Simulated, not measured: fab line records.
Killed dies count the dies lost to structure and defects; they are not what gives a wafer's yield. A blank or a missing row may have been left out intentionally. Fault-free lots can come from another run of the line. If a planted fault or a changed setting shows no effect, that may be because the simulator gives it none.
Chamber matching :: flow berkeley-cmos170 :: UCB170_ACTIVE_ETCH_15 on rie-diel-04: 4 sister chambers
The step etches Si3N4 in CH3F/Ar/O2, stops on SiO2, target depth 242 nm, time 151 s. 4 wafers are shown with their chamber, then 7 later ones without.

## WAFERS WITH THEIR CHAMBER
wafer: L249.2
chamber: 0
throttle-valve-pct (%): 8.09

wafer: L249.3
chamber: 2
throttle-valve-pct (%): 8.20

wafer: L250.1
chamber: 1
throttle-valve-pct (%): 8.27

wafer: L250.2
chamber: 3
throttle-valve-pct (%): 8.11

## WAFERS WITHOUT THEIR CHAMBER
wafer: L250.5
throttle-valve-pct (%): 8.09

wafer: L256.1
throttle-valve-pct (%): 8.13

wafer: L256.5
throttle-valve-pct (%): 8.25

wafer: L256.6
throttle-valve-pct (%): 8.07

wafer: L257.3
throttle-valve-pct (%): 8.18

wafer: L257.4
throttle-valve-pct (%): 8.09

wafer: L257.5
throttle-valve-pct (%): 8.09

## WHICH CHAMBER EACH WENT THROUGH
wafer: L250.5
from the rows above: can't be placed: 0 or 3
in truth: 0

wafer: L256.1
from the rows above: can't be placed: 3 or 0
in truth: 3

wafer: L256.5
from the rows above: can't be placed: 1 or 2
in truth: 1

wafer: L256.6
from the rows above: can't be placed: 0 or 3
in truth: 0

wafer: L257.3
from the rows above: 2
in truth: 2

wafer: L257.4
from the rows above: can't be placed: 0 or 3
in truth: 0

wafer: L257.5
from the rows above: can't be placed: 0 or 3
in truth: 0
Correct placement for 1 of the 7. Can't be placed from these rows: 6 (the true chamber is among the candidates in 6). Placed wrongly: 0.
How it was worked out, from the rows above alone: a wafer's distance from a chamber is the root of the sum, over the readings, of the square of ((its reading less the chamber's mean) divided by the reading's scatter). If the next closest chamber is less than 2 further off than the closest, the wafer can't be placed; otherwise it belongs to the closest. For every chamber, the mean is computed from those of its wafers that are shown. The scatter (one wafer shown for each chamber): square how far every hidden wafer sits from the nearest shown wafer, average those squares and take the square root.
